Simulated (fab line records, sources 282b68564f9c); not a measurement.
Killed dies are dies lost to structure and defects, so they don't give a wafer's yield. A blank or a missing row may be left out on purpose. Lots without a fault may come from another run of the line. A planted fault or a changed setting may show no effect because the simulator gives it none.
Chamber matching | flow rit_cmos | RIT_CONTACT_CVD_00 on pecvd-04: 3 sister chambers
The step deposits SiO2 from TEOS, target thk 400 nm, time 61 s. 6 wafers are shown with their chamber, then 7 later ones without.

WAFERS WITH THEIR CHAMBER
wafer  | chamber | heater_power_w (W) | susceptor_temp_C (C)
L522.4 | 1       | 288                | 390.00
L528.5 | 2       | 302                | 390.32
L531.1 | 2       | 362                | 390.05
L531.5 | 0       | 338                | 389.85
L534.2 | 0       | 266                | 389.98
L534.4 | 1       | 305                | 389.98

WAFERS WITHOUT THEIR CHAMBER
wafer  | heater_power_w (W) | susceptor_temp_C (C)
L534.5 | 289                | 389.90
L540.2 | 305                | 389.87
L540.3 | 349                | 389.56
L540.4 | 315                | 389.81
L543.3 | 387                | 389.95
L543.4 | 315                | 390.12
L543.5 | 312                | 390.24

WHICH CHAMBER EACH WENT THROUGH
wafer  | from the rows above          | in truth
L534.5 | can't be placed: 0 or 1      | 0
L540.2 | can't be placed: 0 or 1      | 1
L540.3 | can't be placed: 0 or 1 or 2 | 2
L540.4 | can't be placed: 0 or 1      | 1
L543.3 | can't be placed: 0 or 1 or 2 | 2
L543.4 | can't be placed: 2 or 1 or 0 | 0
L543.5 | can't be placed: 2 or 1 or 0 | 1
Placed correctly: 0 of 7. Can't be placed from these rows: 7 (the true chamber is among the candidates in 7). Placed wrongly: 0.
How it was worked out, from the rows above alone: a wafer's distance from a chamber is the root of the sum, over the readings, of the square of ((its reading less the chamber's mean) divided by the reading's scatter). The wafer belongs to the nearest chamber; if the next one is less than 2 further off, it can't be placed. A chamber's mean is the mean of its shown wafers. The scatter: the root of (the sum of the squares of (reading less its chamber's mean) over the shown wafers, divided by (wafers less chambers)).
